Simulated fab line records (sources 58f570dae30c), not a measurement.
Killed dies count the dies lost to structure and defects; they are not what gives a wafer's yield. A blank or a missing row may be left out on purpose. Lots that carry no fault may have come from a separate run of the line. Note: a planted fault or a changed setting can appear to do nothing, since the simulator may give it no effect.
What tool caused it? + flow berkeley_cmos170 + 14 lots with 42 wafers sampled at 3 steps, on a route of 331 steps

## WHAT THE GAUGES SHOWED, per wafer
The record lacks any reading of a measuring or inspecting step that a usual standard deviation could be used to judge.

## WHICH TOOL RAN EACH LOT (tool, then ch and the chambers of the sampled wafers, then the start)
| lot  | UCB170_ZERO_DEVELOP_05           | UCB170_ZERO_ETCH_06               | UCB170_ZERO_STRIP_07                |
|------|----------------------------------|-----------------------------------|-------------------------------------|
| L963 | litho_track-02 ch 0, day 2 02:00 | rie_diel-04 ch 1,2,3, day 2 02:08 | plasma_asher-03 ch 0,1, day 2 02:09 |
| L964 | litho_track-04 ch 0, day 2 05:00 | rie_diel-04 ch 0,2,3, day 2 05:14 | plasma_asher-04 ch 0,1, day 2 05:15 |
| L965 | litho_track-04 ch 0, day 2 10:00 | rie_diel-03 ch 0,3, day 2 10:59   | plasma_asher-04 ch 0,1, day 2 11:02 |
| L966 | litho_track-04 ch 0, day 2 18:00 | rie_diel-03 ch 0,2, day 2 18:16   | plasma_asher-04 ch 0,1, day 2 18:17 |
| L967 | litho_track-02 ch 0, day 2 20:00 | rie_diel-02 ch 0,1,3, day 2 20:40 | plasma_asher-04 ch 0,1, day 2 20:41 |
| L968 | litho_track-02 ch 0, day 3 02:00 | rie_diel-04 ch 1,2,3, day 3 02:54 | plasma_asher-01 ch 0,1, day 3 02:56 |
| L969 | litho_track-02 ch 0, day 3 05:00 | rie_diel-03 ch 0,1,2, day 3 05:59 | plasma_asher-01 ch 0,1, day 3 06:02 |
| L978 | litho_track-02, day 5 03:00      | rie_diel-02 ch 0,2,3, day 5 03:44 | plasma_asher-01 ch 0,1, day 5 03:48 |
| L979 | litho_track-03, day 5 10:00      | rie_diel-04 ch 0,1,3, day 5 10:17 | plasma_asher-03 ch 0,1, day 5 10:19 |
| L980 | litho_track-03 ch 0, day 5 15:00 | rie_diel-02 ch 1,3, day 5 15:43   | plasma_asher-04 ch 0,1, day 5 15:47 |
| L981 | litho_track-04 ch 0, day 5 19:00 | rie_diel-02 ch 2,3, day 5 20:02   | plasma_asher-04 ch 0,1, day 5 20:04 |
| L982 | litho_track-02 ch 0, day 6 00:00 | rie_diel-02 ch 0,2,3, day 6 00:57 | plasma_asher-01 ch 0,1, day 6 00:58 |
| L983 | litho_track-03 ch 0, day 6 04:00 | rie_diel-03 ch 0,3, day 6 05:02   | plasma_asher-03 ch 0,1, day 6 05:04 |
| L985 | litho_track-04 ch 0, day 6 14:00 | rie_diel-02 ch 0,1,3, day 6 14:51 | plasma_asher-01 ch 0,1, day 6 14:52 |
- UCB170_ZERO_DEVELOP_05: develop time 45 s.
- UCB170_ZERO_ETCH_06: etches SiO2 in CHF3/CF4/Ar, time 12 s.
- UCB170_ZERO_STRIP_07: strips in O2.

## AS READ BY THE TOOLS THEMSELVES (means over the sampled wafers that have a number; for cases with no such wafer, the mark the record gives instead)
UCB170_ZERO_DEVELOP_05.
| lot  | tool           | chill_plate_temp_C (C) |
|------|----------------|------------------------|
| L963 | litho_track-02 | 22.94                  |
| L964 | litho_track-04 | 23.01                  |
| L965 | litho_track-04 | 23.06                  |
| L966 | litho_track-04 | 22.87                  |
| L967 | litho_track-02 | 22.91                  |
| L968 | litho_track-02 | 23.02                  |
| L969 | litho_track-02 | 23.07                  |
| L978 | litho_track-02 | -                      |
| L979 | litho_track-03 | -                      |
| L980 | litho_track-03 | 23.02                  |
| L981 | litho_track-04 | 22.95                  |
| L982 | litho_track-02 | 23.07                  |
| L983 | litho_track-03 | 22.94                  |
| L985 | litho_track-04 | 22.85                  |

UCB170_ZERO_ETCH_06.
| lot  | tool        | drypump_motor_current_A (A) | oes_product_au (a.u.) | throttle_valve_pct (%) |
|------|-------------|-----------------------------|-----------------------|------------------------|
| L963 | rie_diel-04 | 5.8                         | 0.619                 | 9.20                   |
| L964 | rie_diel-04 | 5.9                         | 0.612                 | 9.08                   |
| L965 | rie_diel-03 | 5.4                         | 0.616                 | 9.27                   |
| L966 | rie_diel-03 | 5.4                         | 0.612                 | 9.26                   |
| L967 | rie_diel-02 | 6.0                         | 0.617                 | 9.35                   |
| L968 | rie_diel-04 | 5.8                         | 0.619                 | 9.22                   |
| L969 | rie_diel-03 | 5.5                         | 0.618                 | 9.18                   |
| L978 | rie_diel-02 | 5.7                         | 0.371                 | 9.38                   |
| L979 | rie_diel-04 | 5.6                         | 0.381                 | 9.13                   |
| L980 | rie_diel-02 | 6.3                         | 0.618                 | 9.29                   |
| L981 | rie_diel-02 | 5.8                         | 0.607                 | 9.32                   |
| L982 | rie_diel-02 | 5.6                         | 0.611                 | 9.40                   |
| L983 | rie_diel-03 | 5.7                         | 0.609                 | 9.28                   |
| L985 | rie_diel-02 | 6.0                         | 0.611                 | 9.35                   |

UCB170_ZERO_STRIP_07.
| lot  | tool            | drypump_motor_current_A (A) | oes_product_au (a.u.) | strip_time_to_endpoint_s (s) |
|------|-----------------|-----------------------------|-----------------------|------------------------------|
| L963 | plasma_asher-03 | 5.9                         | 0.727                 | 21.51                        |
| L964 | plasma_asher-04 | 6.0                         | 0.730                 | 21.43                        |
| L965 | plasma_asher-04 | 6.0                         | 0.724                 | 21.42                        |
| L966 | plasma_asher-04 | 5.9                         | 0.725                 | 21.56                        |
| L967 | plasma_asher-04 | 6.0                         | 0.726                 | 21.47                        |
| L968 | plasma_asher-01 | 5.3                         | 0.722                 | 21.46                        |
| L969 | plasma_asher-01 | 5.2                         | 0.723                 | 21.52                        |
| L978 | plasma_asher-01 | 5.3                         | 0.726                 | 21.85                        |
| L979 | plasma_asher-03 | 5.9                         | 0.728                 | 21.77                        |
| L980 | plasma_asher-04 | 6.0                         | 0.731                 | 21.56                        |
| L981 | plasma_asher-04 | 5.9                         | 0.723                 | 21.48                        |
| L982 | plasma_asher-01 | 5.3                         | 0.727                 | 21.42                        |
| L983 | plasma_asher-03 | 5.9                         | 0.728                 | 21.54                        |
| L985 | plasma_asher-01 | 5.2                         | 0.727                 | 21.45                        |

## THE ANSWER, worked out from the rows above alone
Rule: the usual values come from the lots themselves. The widest of any qualifying gaps counts: lots, ordered by their means at a reading, are off when they make up no more than a third of the lots, leave a main group of 4 or more, and stand apart from it by 3 or more times the standard deviation of that group's means. Not used: any main group whose means are identical at the precision the tables above print for the reading. A lot without any number at a reading at which 4 lots or more have one is off too. The other lots that the step has rows for count as sound. The gauges are gone through in route order, then the tools' own readings, and for those a lot's mean is taken as printed above. At the first step where some lot is off, the reading lying furthest off is the one used; lots without a number count as furthest.
Off at UCB170_ZERO_DEVELOP_05 (chill_plate_temp_C): L978, L979. Without a number there: L978, L979. Main group: mean 22.98 C, sd 0.073.
A tool fits if, at that step or a process step before it, it ran every lot that is off, and no sound lot after the first of them. Of those tried, none fits.

## WHAT HAD BEEN PUT IN BY THE SIMULATOR
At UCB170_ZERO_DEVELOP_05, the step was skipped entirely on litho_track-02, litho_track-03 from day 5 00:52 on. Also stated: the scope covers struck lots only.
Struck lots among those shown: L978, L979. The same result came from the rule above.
